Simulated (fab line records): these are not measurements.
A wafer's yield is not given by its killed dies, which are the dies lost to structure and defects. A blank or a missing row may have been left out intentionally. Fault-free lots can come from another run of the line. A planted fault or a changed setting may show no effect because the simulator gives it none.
The same fault as seen by 2 desks :: flow berkeley_cmos170 :: each desk holds nothing but its own numbers, with what lay behind them at the end

AT THE METROLOGY DESK
Lot by lot, what the gauges showed, no matter which tool ran the lot: averages of those sampled wafers that carry a number. If a lot's mean is further than 4 standard deviations from the usual mean, the lot is out of limits and carries the mark OUT (the distance appears in the brackets).
Columns: A = cd_nm at UCB170_CONTACT_CD_MEAS_15, usual 700.5 nm; B = CONTACT_OVL at UCB170_CONTACT_OVL_MEAS_16, usual 0 nm
lot: L930
first seen here: day 8 23:35
A: 702.8
B: -3

lot: L929
first seen here: day 9 01:13
A: 700.2
B: -4

lot: L941
first seen here: day 11 15:35
A: 700.4
B: -3

lot: L945
first seen here: day 12 05:33
A: 700.9
B: -9

lot: L946
first seen here: day 12 07:59
A: 698.9
B: 4

lot: L949
first seen here: day 12 19:52
A: 700.1
B: -2

lot: L950
first seen here: day 13 05:34
A: 701.0
B: -8
Result from this desk: across the 7 lots, nothing is out of limits.

TOOL OWNER'S DESK, rie_diel-04
The tool's own readings at UCB170_CONTACT_ETCH_18 (etches PSG in CHF3/CF4/Ar, stops on TiSi2, target depth 840 nm, time 195 s): means of the sampled wafers that have a number, for each lot that ran on this tool. If a lot's mean is further than 4 standard deviations from the usual mean, the lot is out of limits and carries the mark OUT (the distance appears in the brackets).
Columns: A = chamber_pressure_mTorr at UCB170_CONTACT_ETCH_18, usual 200.01 mTorr; B = drypump_motor_current_A at UCB170_CONTACT_ETCH_18, usual 5.7 A; C = mfc_ar_sccm at UCB170_CONTACT_ETCH_18, usual 150.0 sccm; D = oes_product_au at UCB170_CONTACT_ETCH_18, usual 0.904 a.u.; E = throttle_valve_pct at UCB170_CONTACT_ETCH_18, usual 6.88 %
lot: L930
first seen here: day 8 23:00
A: 200.04
B: 5.5
C: 149.3
D: 0.926
E: 6.89

lot: L941
first seen here: day 11 15:00
A: 199.99
B: 5.8
C: 150.0
D: 0.755 (-10) OUT
E: 6.90

lot: L945
first seen here: day 12 05:00
A: 199.86
B: 6.0
C: 150.4
D: 0.751 (-10) OUT
E: 6.89

lot: L946
first seen here: day 12 08:00
A: 199.99
B: 5.9
C: 149.8
D: 0.752 (-10) OUT
E: 6.89
This desk's verdict: out of limits on L941, L945, L946, starting with L941 at day 11 15:00 (oes_product_au at UCB170_CONTACT_ETCH_18). L930 stayed within limits.

PUT TOGETHER
An alarm could have come from the tool owner's desk at day 11 15:00, on L941, L945, L946.
Nothing out of limits was seen by the metrology desk.
The metrology desk holds a record of L941, L945, L946, inside its limits.
Of the lots named, all ran UCB170_CONTACT_ETCH_18 on rie_diel-04.

WHAT THE SIMULATOR HAD INSERTED
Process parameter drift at UCB170_CONTACT_ETCH_18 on rie_diel-04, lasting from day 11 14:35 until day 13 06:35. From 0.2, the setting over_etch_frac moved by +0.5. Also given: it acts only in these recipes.
Lots struck among those shown: L941, L945, L946.
Time in hours from fault onset to the first out-of-limits reading at each desk: the tool owner's desk, 0.
